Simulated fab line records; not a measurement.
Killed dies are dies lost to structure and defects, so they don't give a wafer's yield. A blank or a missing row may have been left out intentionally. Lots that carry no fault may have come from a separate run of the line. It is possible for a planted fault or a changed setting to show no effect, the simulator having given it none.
Code-filled problem report in 8D (eight disciplines) form | flow ritCmos | the parts of the form that need people (team, actions taken, sign-off) are left out

== 1. WHAT IS WRONG ==
oesProductAu at RIT_ACTIVE_ETCH_13 reads a mean of 0.736 a.u. on 1 wafer of 1 lot; wafers without a fault read 0.816 a.u. with a standard deviation of 0.017. That puts it -4.7 standard deviations away from the usual mean.
The step: etches Si3N4 in SF6, stops on SiO2, time 210 s, target depth 210 nm.
Earliest sighting: wafer L284.2 on rieDiel-03 at day 3 10:31. The record holds 39 wafers of 13 lots with a number at this step. Rule for "out", or "out of limits": more than 4 standard deviations from the usual mean. The rest of the wafers with a number are treated as sound.

== 2. WHAT IT IS; WHAT IT IS NOT ==
question                    | is               | is not
which readings at this step | oesProductAu     | chamberPressureMTorr, drypumpMotorCurrentA, throttleValvePct
which lots                  | L284             | L276, L278, L279, L280, L282, L283, L293, L294, L296, L297, L298, L299
which wafers of those lots  | L284.2           | L284.1, L284.4
read on which tools         | rieDiel-03       | rieDiel-01, rieDiel-02
when                        | from day 3 10:31 | up to then (20 sound wafers); but 18 sound wafers of L293, L294, L296, L297, L298, L299 came after

== 3. SUSPECTS, AND WHAT RULES EACH OUT ==
Counting: any tool at a process step up to the reading remains a suspect provided it ran every lot that is out. Sound lots after the first of them don't rule it out here, since some wafers of a struck lot are sound.
- rieDiel-03 at RIT_ACTIVE_ETCH_13 (etches Si3N4 in SF6, stops on SiO2, time 210 s, target depth 210 nm): kept. It ran the lot that is out, L284 (day 3 10:31); its last sound lot up to then is L283 (day 3 04:20). Its own oesProductAu readings are out on those wafers.
- rieDiel-03, RIT_ACTIVE_ETCH_13: wafers that are out in chamber 1, sound lot-mates in chambers 2, 3.
Remaining after the count: rieDiel-03 at RIT_ACTIVE_ETCH_13.

== 4. THE CAUSE (what the simulator had put in) ==
rieDiel-03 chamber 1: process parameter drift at RIT_ACTIVE_ETCH_13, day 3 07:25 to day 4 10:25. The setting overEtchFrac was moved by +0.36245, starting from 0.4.
The count eliminated every tool but this one.

== 5. SEQUENCE OF EFFECTS, ordered by route ==
One row per reading whose mean, taken over the struck wafers that have a number, lies over 3 standard deviations from the usual. Readings are gone through only where the record gives a usual standard deviation; hours: the median, over the lots, of the time from a lot's start at the first step in this table giving one to that lot's start at this step; sigmas: the change measured in usual standard deviations.
hours | step               | reading      | usual      | on struck wafers | change | sigmas
0     | RIT_ACTIVE_ETCH_13 | oesProductAu | 0.816 a.u. | 0.736            | -0.080 | -4.7
Here are the process steps it includes:
- RIT_ACTIVE_ETCH_13: etches Si3N4 in SF6, stops on SiO2, time 210 s, target depth 210 nm.

== 6. WHAT WOULD HAVE CAUGHT IT SOONER ==
3 hours passed between the start of the fault at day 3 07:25 and the first reading out of limits in this record, taken at day 3 10:31.
